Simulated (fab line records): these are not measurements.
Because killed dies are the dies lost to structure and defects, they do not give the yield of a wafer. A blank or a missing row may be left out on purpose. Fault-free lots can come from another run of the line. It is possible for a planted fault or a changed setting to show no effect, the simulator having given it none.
fab line records | flow ritCmos
record: lots: 6 wafers: 18 lastDay: 7
route steps=202 shown PLDD@116 SPACER@125 NSD@131 PSD@142 SDANNEAL@153 SILICIDE@161 M1@202
lots untouched by any fault: they come from a run of this same line in which no faults occurred
startH: start of the lot's first displayed wafer, in hours after the record's first day | waitH: hours from the lot's prior step to this one | " same as the row above | L1.1+2: one row covering several wafers at once | - value missing, or start not given | * or withheld: withheld | < > ~ a bound
route shown NAME@n: names a module that has steps shown in the file, with the first one's number in the route | usual: average and standard deviation across the fault-free wafers | same: alike in all rows | chamber/n: place in a boat | sites: readings site by site | _std_site: how widely they spread, as a standard deviation | _edge_site: inner sites' mean taken away from outer sites' mean | radiusMm: for every site, how far away it sits from the centre of the wafer | mask NAME#n: copy n | behind: the tool/chamber that last shaped the wafer | hold: reason for holding the lot/hours on hold/outcome of the hold | device: which transistor (n, p or np) failed to switch | end of line: at the end of the route, the tests of the same wafers | step lacking rows: just its recipe | killed: dies that structure and defects cost at the first sort, which is not the same as the wafer's yield | map: per-die view of a wafer (x killed, . not killed, _ where there is no die)
set.NAME: setting as actually run; set.NAME@STEP: the setting as run at that earlier step | model.NAME: the simulator's own value behind a step, which no gauge read
lots at some steps of the route; a table a step, a row a wafer
services: when a tool's chamber went out of use (startH, in hours from the record's first day, below 0 if earlier), for how many hours, and the reason
== steps ==
step: RIT_PLDD_SOFTBAKE_02
recipe: resist: NOVOLAK tempC: 90 timeS: 60
step: RIT_PLDD_EXPOSE_03
recipe: maskId: M8 na: 0.57 targetCdNm: 40900 doseMj: 250
step: RIT_PLDD_PEB_04
recipe: resist: NOVOLAK tempC: withheld timeS: withheld
step: RIT_PLDD_DEVELOP_05
recipe: resist: NOVOLAK developTimeS: 50 devTempC: 23
step: RIT_PLDD_OVL_MEAS_06
usual: PLDD_OVL: 0.0/1.3
columns lot.wafer tool chamber startH waitH PLDD_OVL[nm]
L826.1 overlay-01 - 47.94 - -0.6
L826.3 " - " " -1.5
L826.6 " - " " -2.0
L830.3 overlay-02 - 67.03 - -1.2
L830.4 " - " " -1.5
L830.6 " - " " 1.1
L838.1 overlay-02 - 112.49 - 0.1
L838.4 " - " " -0.8
L838.6 " - " " 0.8
L839.3 overlay-01 - 119.16 - -4.3
L839.4 " - " " 0.1
L839.6 " - " " -0.4
L840.4 overlay-01 - 121.84 - -1.7
L840.5 " - " " -1.7
L840.6 " - " " -2.0
L845.1 overlay-01 - 149.76 - -0.2
L845.2 " - " " 0.0
L845.3 " - " " -0.1
step: RIT_PLDD_HARDBAKE_07
recipe: resist: NOVOLAK tempC: 140 timeS: 60
step: RIT_PLDD_IMPLANT_08
recipe: species: BF2 energyKev: 20 doseCm2: 9e+14 tiltDeg: 7
step: RIT_PLDD_STRIP_09
recipe: chemistry: O2 timeS: 180 resist: NOVOLAK platenTempC: withheld powerW: 500 pressureMtorr: 4000 o2FlowSccm: 4000
usual: chamberPressureMTorr: 4000/3.9 drypumpMotorCurrentA: 5.6/0.43
columns lot.wafer tool chamber startH waitH chamberPressureMTorr drypumpMotorCurrentA rfHoursCounterH
L826.1 plasmaAsher-03 0 48.27 0.1 3998 6.1 27
L826.3 " 1 " " 4001 5.7 -
L826.6 " 0 " " 4001 6.1 -
L830.3 plasmaAsher-04 0 67.42 0.1 3999 5.1 -
L830.4 " 1 " " 3997 4.9 -
L830.6 " 1 " " 4000 5.0 -
L838.1 plasmaAsher-03 1 112.82 0.1 4004 5.8 33
L838.4 " 0 " " 3994 6.1 -
L838.6 " 1 " " 3996 5.8 -
L839.3 plasmaAsher-03 1 119.54 0.1 3998 5.7 -
L839.4 " 0 " " 3997 6.2 -
L839.6 " 1 " " 4002 5.7 -
L840.4 plasmaAsher-04 1 122.22 0.1 4008 4.9 -
L840.5 " 1 " " 3998 4.9 -
L840.6 " 0 " " 4000 5.1 -
L845.1 plasmaAsher-03 1 150.09 0.1 4005 5.7 37
L845.2 " 0 " " 4002 6.1 37
L845.3 " 1 " " 3998 5.8 -
step: RIT_PLDD_TW_MEAS_10
usual: PLDD_TW: 2371/23
columns lot.wafer tool chamber startH waitH PLDD_TW
L826.1 filmMetro-04 - 48.45 0.1 2380
L826.3 " - " " 2380
L826.6 " - " " 2373
L830.3 filmMetro-01 - 67.55 0.1 2389
L830.4 " - " " 2388
L830.6 " - " " 2391
L838.1 filmMetro-01 - 113.00 0.1 2378
L838.4 " - " " 2387
L838.6 " - " " 2396
L839.3 filmMetro-02 - 119.68 0.1 2349
L839.4 " - " " 2345
L839.6 " - " " 2348
L840.4 filmMetro-02 - 122.37 0.1 2343
L840.5 " - " " 2349
L840.6 " - " " 2347
L845.1 filmMetro-04 - 150.27 0.1 2360
L845.2 " - " " 2378
L845.3 " - " " 2377
step: RIT_SPACER_CLEAN_00
recipe: chemistry: SC1 mix: 3:3:50 timeS: 600 tempC: 75
step: RIT_SPACER_CLEAN_01
recipe: chemistry: dHF dilution: 50:1 timeS: 30
step: RIT_SPACER_CLEAN_02
recipe: chemistry: SC2 mix: 3:3:50 timeS: 600 tempC: 75 dry: n2Spin
step: RIT_SPACER_CVD_03
recipe: material: Si3N4 targetThkNm: 250 tempC: 810 precursor: SiH2Cl2/NH3 timeS: 3300 pressureMtorr: 300 sih2cl2FlowSccm: 60 nh3FlowSccm: 150
columns lot.wafer tool chamber startH waitH model.Si3N4_of_SPACER_CVD_03.thkNm
L826.1 lpcvd-02 1 48.87 0.0 252.7
L826.3 " 1 " " 251.1
L826.6 " 1 " " 253.9
L830.3 lpcvd-01 0 67.99 0.0 253.7
L830.4 " 0 " " 254
L830.6 " 0 " " 255
L838.1 lpcvd-02 0 113.96 0.5 165.2
L838.4 " 0 " " 168.5
L838.6 " 0 " " 167.9
L839.3 lpcvd-02 1 120.09 0.0 172
L839.4 " 1 " " 167.9
L839.6 " 1 " " 171.4
L840.4 lpcvd-01 1 123.60 0.8 253.4
L840.5 " 1 " " 252
L840.6 " 1 " " 252.1
L845.1 lpcvd-01 0 151.16 0.5 250.1
L845.2 " 0 " " 246.9
L845.3 " 0 " " 248.5
step: RIT_SPACER_THK_MEAS_04
recipe: reads: Si3N4_of_SPACER_CVD_03
usual: SPACER_NITRIDE_THK: 251.0/2.4
columns lot.wafer tool chamber startH waitH SPACER_NITRIDE_THK[nm]
L826.1 filmMetro-03 - 50.79 0.0 252.8
L826.3 " - " " 251.2
L826.6 " - " " 254.0
L830.3 filmMetro-04 - 69.93 0.0 253.6
L830.4 " - " " 254.0
L830.6 " - " " 254.8
L838.1 filmMetro-02 - 116.84 0.0 165.3
L838.4 " - " " 168.5
L838.6 " - " " 168.1
L839.3 filmMetro-04 - 122.02 0.0 172.0
L839.4 " - " " 168.1
L839.6 " - " " 171.3
L840.4 filmMetro-02 - 125.54 0.0 253.5
L840.5 " - " " 252.0
L840.6 " - " " 252.0
L845.1 filmMetro-03 - 153.08 0.0 250.2
L845.2 " - " " 247.0
L845.3 " - " " 248.6
step: RIT_SPACER_ETCHBACK_05
recipe: targetDepthA: 2500 SF6_flow_sccm: 30 CHF3_flow_sccm: 30 target: Si3N4 chemistry: SF6/CHF3 pressureMtorr: 40 rfW: 250 timeS: 240 stopOn: SiO2
usual: chamberPressureMTorr: 40.00/0.036 drypumpMotorCurrentA: 5.5/0.37 oesProductAu: 0.842/0.012 throttleValvePct: 10.26/0.16
columns lot.wafer tool chamber startH waitH chamberPressureMTorr drypumpMotorCurrentA oesProductAu rfHoursCounterH throttleValvePct model.etch.depthNm
L826.1 rieDiel-01 2 50.85 0.1 39.99 5.7 0.840 6 10.10 252.7
L826.3 " 1 " " 39.93 5.3 0.846 26 10.08 251.1
L826.6 " 0 " " 40.01 6.2 0.828 - 10.40 253.9
L830.3 rieDiel-02 1 69.97 0.0 40.01 4.9 0.866 73 10.22 253.7
L830.4 " 2 " " 40.00 5.4 0.843 23 10.27 254
L830.6 " 3 " " 39.99 5.2 0.838 - 10.28 255
L838.1 rieDiel-04 0 116.90 0.1 40.00 5.5 0.640 14 10.50 165.2
L838.4 " 3 " " 39.98 5.1 0.652 147 10.05 168.5
L838.6 " 0 " " 39.96 5.5 0.638 - 10.50 167.9
L839.3 rieDiel-02 1 122.06 0.0 40.01 4.9 0.658 74 10.13 172
L839.4 " 0 " " 40.00 5.4 0.619 10 10.01 167.9
L839.6 " 0 " " 39.99 5.4 0.623 - 10.02 171.4
L840.4 rieDiel-04 3 125.57 0.0 40.03 5.1 0.846 147 10.13 253.4
L840.5 " 2 " " 39.98 5.2 0.860 - 10.36 252
L840.6 " 3 " " 39.97 5.1 0.852 - 10.13 252.1
L845.1 rieDiel-01 3 153.14 0.1 39.97 6.1 0.832 121 10.21 250.1
L845.2 " 2 " " 40.04 5.7 0.831 7 10.09 246.9
L845.3 " 1 " " 39.95 5.2 0.843 28 10.09 248.5
step: RIT_NSD_HMDS_00
recipe: primeTimeS: 60 primeTempC: 140
step: RIT_NSD_COAT_01
recipe: resist: NOVOLAK spinRpm: 3250 resistThkNm: 1000
step: RIT_NSD_SOFTBAKE_02
recipe: resist: NOVOLAK tempC: 90 timeS: 60
step: RIT_NSD_EXPOSE_03
recipe: maskId: M9 na: 0.57 targetCdNm: 40700 doseMj: 250
step: RIT_NSD_PEB_04
recipe: resist: NOVOLAK tempC: withheld timeS: withheld
step: RIT_NSD_DEVELOP_05
recipe: resist: NOVOLAK developTimeS: 50 devTempC: 23
step: RIT_NSD_OVL_MEAS_06
usual: NSD_OVL: 0.0/1.3
columns lot.wafer tool chamber startH waitH NSD_OVL[nm]
L826.1 overlay-02 - 51.85 - 1.1
L826.3 " - " " 0.7
L826.6 " - " " -1.4
L830.3 overlay-02 - 71.30 - -0.2
L830.4 " - " " -1.0
L830.6 " - " " 1.0
L838.1 overlay-01 - 117.90 - -0.9
L838.4 " - " " 0.7
L838.6 " - " " 0.7
L839.3 overlay-02 - 123.08 - 1.4
L839.4 " - " " 1.5
L839.6 " - " " 1.1
L840.4 overlay-02 - 126.59 - -0.8
L840.5 " - " " -0.2
L840.6 " - " " 1.1
L845.1 overlay-01 - 154.14 - 1.7
L845.2 " - " " 0.8
L845.3 " - " " 1.3
step: RIT_NSD_HARDBAKE_07
recipe: resist: NOVOLAK tempC: 140 timeS: 60
step: RIT_NSD_IMPLANT_08
recipe: species: P energyKev: 25 doseCm2: 1e+15 tiltDeg: 7
step: RIT_NSD_STRIP_09
recipe: chemistry: O2 timeS: 180 resist: NOVOLAK platenTempC: withheld powerW: 500 pressureMtorr: 4000 o2FlowSccm: 4000
usual: chamberPressureMTorr: 4000/3.7 drypumpMotorCurrentA: 5.4/0.43
columns lot.wafer tool chamber startH waitH chamberPressureMTorr drypumpMotorCurrentA rfHoursCounterH
L826.1 plasmaAsher-04 0 52.19 0.1 4000 5.1 41
L826.3 " 1 " " 3998 4.9 -
L826.6 " 1 " " 4004 4.9 -
L830.3 plasmaAsher-04 0 71.69 0.1 4002 5.1 -
L830.4 " 1 " " 4001 5.0 -
L830.6 " 1 " " 3996 4.9 -
L838.1 plasmaAsher-04 1 118.24 0.1 4006 4.9 48
L838.4 " 0 " " 4001 5.1 -
L838.6 " 1 " " 4007 5.0 -
L839.3 plasmaAsher-02 0 123.46 0.1 4011 5.5 -
L839.4 " 1 " " 3999 5.1 -
L839.6 " 0 " " 3999 5.5 -
L840.4 plasmaAsher-03 1 126.97 0.1 3998 5.7 -
L840.5 " 1 " " 3998 5.7 -
L840.6 " 0 " " 4000 6.1 -
L845.1 plasmaAsher-02 1 154.48 0.1 4000 5.1 52
L845.2 " 0 " " 4002 5.5 52
L845.3 " 0 " " 4000 5.5 -
step: RIT_NSD_TW_MEAS_10
usual: NSD_TW: 3172/21
columns lot.wafer tool chamber startH waitH NSD_TW
L826.1 filmMetro-01 - 52.36 0.1 3185
L826.3 " - " " 3183
L826.6 " - " " 3190
L830.3 filmMetro-01 - 71.82 0.1 3177
L830.4 " - " " 3176
L830.6 " - " " 3199
L838.1 filmMetro-04 - 118.41 0.1 3192
L838.4 " - " " 3196
L838.6 " - " " 3194
L839.3 filmMetro-01 - 123.60 0.1 3185
L839.4 " - " " 3172
L839.6 " - " " 3185
L840.4 filmMetro-01 - 127.11 0.1 3177
L840.5 " - " " 3183
L840.6 " - " " 3192
L845.1 filmMetro-01 - 154.65 0.1 3204
L845.2 " - " " 3199
L845.3 " - " " 3200
step: RIT_PSD_HMDS_00
recipe: primeTimeS: 60 primeTempC: 140
step: RIT_PSD_COAT_01
recipe: resist: NOVOLAK spinRpm: 3250 resistThkNm: 1000
step: RIT_PSD_SOFTBAKE_02
recipe: resist: NOVOLAK tempC: 90 timeS: 60
step: RIT_PSD_EXPOSE_03
recipe: maskId: M10 na: 0.57 targetCdNm: 40900 doseMj: 250
step: RIT_PSD_PEB_04
recipe: resist: NOVOLAK tempC: withheld timeS: withheld
step: RIT_PSD_DEVELOP_05
recipe: resist: NOVOLAK developTimeS: 50 devTempC: 23
step: RIT_PSD_OVL_MEAS_06
usual: PSD_OVL: 0.3/1.2
columns lot.wafer tool chamber startH waitH PSD_OVL[nm]
L826.1 overlay-01 - 53.27 - -0.3
L826.3 " - " " 2.3
L826.6 " - " " -0.1
L830.3 overlay-02 - 72.85 - 0.8
L830.4 " - " " -0.3
L830.6 " - " " 1.3
L838.1 overlay-02 - 119.45 - -1.2
L838.4 " - " " 0.1
L838.6 " - " " -0.7
L839.3 overlay-01 - 124.50 - -2.5
L839.4 " - " " -1.1
L839.6 " - " " -2.3
L840.4 overlay-01 - 128.01 - -0.9
L840.5 " - " " -0.6
L840.6 " - " " -0.8
L845.1 overlay-02 - 155.69 - 0.8
L845.2 " - " " -0.3
L845.3 " - " " -0.6
step: RIT_PSD_HARDBAKE_07
recipe: resist: NOVOLAK tempC: 140 timeS: 60
step: RIT_PSD_IMPLANT_08
recipe: species: BF2 energyKev: 27 doseCm2: 5e+15 tiltDeg: 7
step: RIT_PSD_STRIP_09
recipe: chemistry: O2 timeS: 180 resist: NOVOLAK platenTempC: withheld powerW: 500 pressureMtorr: 4000 o2FlowSccm: 4000
usual: chamberPressureMTorr: 4000/3.5 drypumpMotorCurrentA: 5.28/0.23
columns lot.wafer tool chamber startH waitH chamberPressureMTorr drypumpMotorCurrentA rfHoursCounterH
L826.1 plasmaAsher-01 0 53.61 0.1 4000 5.47 39
L826.3 " 1 " " 4002 5.48 -
L826.6 " 1 " " 3996 5.47 -
L830.3 plasmaAsher-02 1 73.23 0.1 4000 5.11 -
L830.4 " 0 " " 3999 5.52 -
L830.6 " 0 " " 3998 5.52 -
L838.1 plasmaAsher-04 0 119.78 0.1 3999 5.04 48
L838.4 " 1 " " 3995 4.92 -
L838.6 " 0 " " 3999 5.04 -
L839.3 plasmaAsher-02 1 124.88 0.1 4001 5.08 -
L839.4 " 0 " " 3996 5.51 -
L839.6 " 0 " " 4004 5.52 -
L840.4 plasmaAsher-02 1 128.39 0.1 3997 5.10 -
L840.5 " 1 " " 3995 5.08 -
L840.6 " 0 " " 3998 5.52 -
L845.1 plasmaAsher-02 1 156.02 0.1 4002 5.10 52
L845.2 " 0 " " 4000 5.52 52
L845.3 " 0 " " 3996 5.52 -
step: RIT_PSD_TW_MEAS_10
usual: PSD_TW: 3470/27
columns lot.wafer tool chamber startH waitH PSD_TW
L826.1 filmMetro-04 - 53.78 0.1 3500
L826.3 " - " " 3471
L826.6 " - " " 3461
L830.3 filmMetro-01 - 73.37 0.1 3492
L830.4 " - " " 3482
L830.6 " - " " 3495
L838.1 filmMetro-04 - 119.96 0.1 3486
L838.4 " - " " 3471
L838.6 " - " " 3445
L839.3 filmMetro-02 - 125.02 0.1 3421
L839.4 " - " " 3421
L839.6 " - " " 3436
L840.4 filmMetro-01 - 128.53 0.1 3477
L840.5 " - " " 3484
L840.6 " - " " 3483
L845.1 filmMetro-04 - 156.20 0.1 3452
L845.2 " - " " 3474
L845.3 " - " " 3476
step: RIT_SDANNEAL_CLEAN_00
recipe: chemistry: SC1 mix: 3:3:50 timeS: 600 tempC: 75
step: RIT_SDANNEAL_CLEAN_01
recipe: chemistry: dHF dilution: 50:1 timeS: 30
step: RIT_SDANNEAL_CLEAN_02
recipe: chemistry: SC2 mix: 3:3:50 timeS: 600 tempC: 75 dry: n2Spin
step: RIT_SDANNEAL_RTA_03
recipe: tempC: 1050 timeS: 5 idleTempC: 600 rampUpCPerS: 342 rampDownCPerS: 171 coolToC: 600 ambient: N2
usual: chamberO2Ppm: 2.002/0.025 wafer_temp_C_max: 1053.5/1.1
columns lot.wafer tool chamber startH waitH chamberO2Ppm wafer_temp_C_max
L826.1 rtpAnneal-01 0 54.22 0.0 2.045 1052.4
L826.3 " 0 " " 2.012 1051.6
L826.6 " 0 " " 2.041 1054.6
L830.3 rtpAnneal-01 0 73.83 0.0 1.977 1052.2
L830.4 " 0 " " 1.987 1055.2
L830.6 " 0 " " 2.000 1053.0
L838.1 rtpAnneal-01 0 120.38 0.0 1.996 1054.9
L838.4 " 0 " " 2.004 1052.4
L838.6 " 0 " " 2.001 1053.5
L839.3 rtpAnneal-02 0 125.44 0.0 1.986 1055.7
L839.4 " 0 " " 1.977 1052.5
L839.6 " 0 " " 1.932 1053.3
L840.4 rtpAnneal-01 0 129.17 0.0 1.977 1052.7
L840.5 " 0 " " 1.960 1054.0
L840.6 " 0 " " 1.974 1053.2
L845.1 rtpAnneal-02 0 156.62 0.0 2.030 1052.7
L845.2 " 0 " " 2.035 1053.6
L845.3 " 0 " " 2.038 1052.2
step: RIT_SDANNEAL_RS_MEAS_04
recipe: thkMeasGauge: four-point-probe
usual: PSD_RS: 115.83/0.29
columns lot.wafer tool chamber startH waitH PSD_RS[ohm/sq]
L826.1 filmMetro-04 - 54.28 0.0 115.70
L826.3 " - " " 115.60
L826.6 " - " " 115.50
L830.3 filmMetro-01 - 73.91 0.1 115.66
L830.4 " - " " 115.79
L830.6 " - " " 115.86
L838.1 filmMetro-04 - 120.44 0.0 116.01
L838.4 " - " " 115.82
L838.6 " - " " 115.67
L839.3 filmMetro-01 - 125.52 0.1 115.82
L839.4 " - " " 116.01
L839.6 " - " " 116.00
L840.4 filmMetro-02 - 129.26 0.1 115.97
L840.5 " - " " 115.64
L840.6 " - " " 115.75
L845.1 filmMetro-02 - 156.68 0.0 115.99
L845.2 " - " " 116.11
L845.3 " - " " 115.79
step: RIT_SILICIDE_WET_ETCH_00
recipe: chemistry: BOE target: SiO2 targetDepthNm: 14 timeS: 15 dry: n2Spin dilution: 10:1 tempC: 21.5
usual: bathHeatDutyPct: 1.7/0.4
columns lot.wafer tool chamber startH waitH bathHeatDutyPct model.Si3N4_of_SPACER_CVD_03.thkNm
L826.1 wetBench-04 0 54.76 0.1 2.1 196.2
L826.3 " 0 " " 2.0 196.2
L826.6 " 0 " " 1.9 197.9
L830.3 wetBench-04 2 74.35 0.1 1.2 197.6
L830.4 " 2 " " 1.2 198.8
L830.6 " 2 " " 2.1 199
L838.1 wetBench-02 2 120.92 0.1 1.7 128.7
L838.4 " 2 " " 1.4 130.6
L838.6 " 2 " " 2.0 130.6
L839.3 wetBench-02 3 125.96 0.1 1.5 133.4
L839.4 " 3 " " 2.3 130.5
L839.6 " 3 " " 1.4 133.3
L840.4 wetBench-03 1 129.68 0.0 1.7 196.7
L840.5 " 1 " " 1.8 196.4
L840.6 " 1 " " 1.8 196.3
L845.1 wetBench-02 2 157.16 0.1 1.2 194.4
L845.2 " 2 " " 1.5 191.6
L845.3 " 2 " " 1.9 193.8
step: RIT_M1_PROBE_99
usual: killedAtContacts: 0.1/0.31 killedAtFrontEnd: 7.1/2.8 killedDies: 7.2/2.8 killedOpen: 3.5/2 killedShort: 3.7/1.9
same: grossDies: 264 killed_at_M0_to_M3: 0 killed_at_M4_up: 0 killedAtBackSide: 0 killedAtOther: 0
columns lot.wafer tool chamber startH waitH killedAtContacts killedAtFrontEnd killedDies killedOpen killedShort
L826.1 prober-02 - 61.53 0.1 0 6 6 1 5
L826.3 prober-02 - 61.63 0.2 0 2 2 1 1
L826.6 prober-02 - 61.78 0.2 0 9 9 4 5
L830.3 prober-02 - 81.41 0.2 0 11 11 5 6
L830.4 prober-02 - 81.46 0.2 0 9 9 4 5
L830.6 prober-02 - 81.56 0.2 1 8 9 6 3
L838.1 prober-02 - 128.67 0.1 0 1 1 0 1
L838.4 prober-02 - 128.82 0.2 0 7 7 3 4
L838.6 prober-02 - 128.92 0.2 0 7 7 6 1
L839.3 prober-01 - 135.61 0.2 0 9 9 2 7
L839.4 prober-01 - 135.66 0.2 0 9 9 5 4
L839.6 prober-01 - 135.76 0.2 0 17 17 6 11
L840.4 prober-02 - 138.63 0.2 0 16 16 9 7
L840.5 prober-02 - 138.68 0.2 0 8 8 3 4
L840.6 prober-02 - 138.73 0.2 0 7 7 4 3
L845.1 prober-01 - 164.94 0.1 0 6 6 4 2
L845.2 prober-01 - 164.99 0.1 0 6 6 0 6
L845.3 prober-01 - 165.04 0.2 0 12 12 6 6
killed by level:class
L826.1 FOX2:geometricParticle:short=3 GATE:geometricParticle:open=1 GATE:geometricParticle:short=1 REOX:geometricParticle:short=1
L826.3 FOX2:geometricParticle:open=1 SILICIDE:geometricParticle:short=1
L826.6 GATE:geometricParticle:short=2 GATE:geometricParticle:open=2 SPACER:geometricParticle:short=2 REOX:geometricParticle:open=1 SPACER:geometricParticle:open=1 SILICIDE:geometricParticle:short=1
L830.3 GATE:geometricParticle:short=4 GATE:geometricParticle:open=2 SPACER:geometricParticle:open=2 FOX1:geometricParticle:short=1 FOX2:geometricParticle:open=1 SILICIDE:geometricParticle:short=1
L830.4 REOX:geometricParticle:short=3 REOX:geometricParticle:open=2 SILICIDE:geometricParticle:short=2 FOX2:geometricParticle:open=1 SILICIDE:geometricParticle:open=1
L830.6 GATE:geometricParticle:open=2 REOX:geometricParticle:open=2 FOX1:geometricParticle:open=1 FOX2:geometricParticle:open=1 GATE:geometricParticle:short=1 REOX:geometricParticle:short=1 CONTACT:geometricParticle:short=1
L838.1 FOX1:geometricParticle:short=1
L838.4 REOX:geometricParticle:short=2 SILICIDE:geometricParticle:short=2 SILICIDE:geometricParticle:open=2 REOX:geometricParticle:open=1
L838.6 FOX1:geometricParticle:open=2 FOX2:geometricParticle:open=1 GATE:geometricParticle:short=1 GATE:geometricParticle:open=1 REOX:geometricParticle:open=1 SILICIDE:geometricParticle:open=1
L839.3 GATE:geometricParticle:short=3 SPACER:geometricParticle:short=2 FOX1:geometricParticle:short=1 REOX:geometricParticle:open=1 REOX:geometricParticle:short=1 SPACER:geometricParticle:open=1
L839.4 GATE:geometricParticle:open=4 GATE:geometricParticle:short=2 FOX1:geometricParticle:short=1 REOX:geometricParticle:short=1 SILICIDE:geometricParticle:open=1
L839.6 GATE:geometricParticle:short=4 SILICIDE:geometricParticle:short=3 GATE:geometricParticle:open=2 FOX2:geometricParticle:open=2 REOX:geometricParticle:short=2 FOX1:geometricParticle:open=1 FOX1:geometricParticle:short=1 SPACER:geometricParticle:short=1
L840.4 SPACER:geometricParticle:open=5 SILICIDE:geometricParticle:short=4 GATE:geometricParticle:short=2 SILICIDE:geometricParticle:open=2 FOX1:geometricParticle:open=1 GATE:geometricParticle:open=1 SPACER:geometricParticle:short=1
L840.5 GATE:geometricParticle:short=2 REOX:geometricParticle:open=2 REOX:geometricParticle:short=1 SPACER:geometricParticle:open=1 SPACER:geometricParticle:short=1 ACTIVE:coatMicrobubblePrinted=1
L840.6 GATE:geometricParticle:open=2 GATE:geometricParticle:short=2 FOX2:geometricParticle:open=1 REOX:geometricParticle:open=1 SPACER:geometricParticle:short=1
L845.1 FOX2:geometricParticle:open=2 GATE:geometricParticle:short=2 REOX:geometricParticle:open=2
L845.2 GATE:geometricParticle:short=2 FOX1:geometricParticle:short=1 FOX2:geometricParticle:short=1 SPACER:geometricParticle:short=1 SILICIDE:geometricParticle:short=1
L845.3 GATE:geometricParticle:short=4 REOX:geometricParticle:short=2 SILICIDE:geometricParticle:open=2 FOX2:geometricParticle:open=1 GATE:geometricParticle:open=1 REOX:geometricParticle:open=1 SPACER:geometricParticle:open=1
== services ==
columns tool chamber startH hours kind
rieDiel-01 - 51.72 2.2 repair
rieDiel-04 - 81.79 0.2 repair
plasmaAsher-01 - 87.05 0.5 repair
rieDiel-02 3 105.79 8.8 repair
plasmaAsher-01 - 108.75 9.0 pm
plasmaAsher-01 0 108.75 9.0 ventCycle
plasmaAsher-01 1 108.75 9.0 ventCycle
plasmaAsher-01 0 117.75 - clean
plasmaAsher-01 1 117.75 - clean
plasmaAsher-02 - 119.68 1.4 repair
rieDiel-01 0 151.20 - clean
rieDiel-01 0 151.20 20.3 scheduledDown
rieDiel-01 0 151.20 20.3 ventCycle
rieDiel-02 - 156.58 0.1 repair
== key ==
firstSign: step: RIT_SPACER_THK_MEAS_04 reading: SPACER_NITRIDE_THK direction: down sigmas: 34 usual: 251.0 struck: 168.9
effect: step: RIT_SPACER_ETCHBACK_05 reading: oesProductAu direction: down sigmas: 16 usual: 0.842 struck: 0.638
modelEffect: step: RIT_SPACER_CVD_03 value: Si3N4_of_SPACER_CVD_03.thkNm without: 251.3 struck: 168.8
modelEffect: step: RIT_SPACER_ETCHBACK_05 value: etch.depthNm without: 251.3 struck: 168.8
modelEffect: step: RIT_SILICIDE_WET_ETCH_00 value: Si3N4_of_SPACER_CVD_03.thkNm without: 195.9 struck: 131.2
metAt RIT_SPACER_CVD_03
struckWafers L838.1,L838.4,L838.6,L839.3,L839.4,L839.6
testerLeftOut L838,L839
onsetBetween 48.87 113.96
fault: kind: processParameterDrift tool: lpcvd-02 chamber: - onsetH: 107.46 steps: RIT_SPACER_CVD_03 channel: targetThkNm offset: -82.5 shape: step endH: 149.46 actsIn: theseRecipesOnly stated: 250
testerLeftOut: of these lots the tester's yield and bins aren't shown, on N5 and GAA mostly nor the transistor test; their killed dies are dies lost to structure and defects alone, not to doping, threshold or leakage, so they don't give the yield
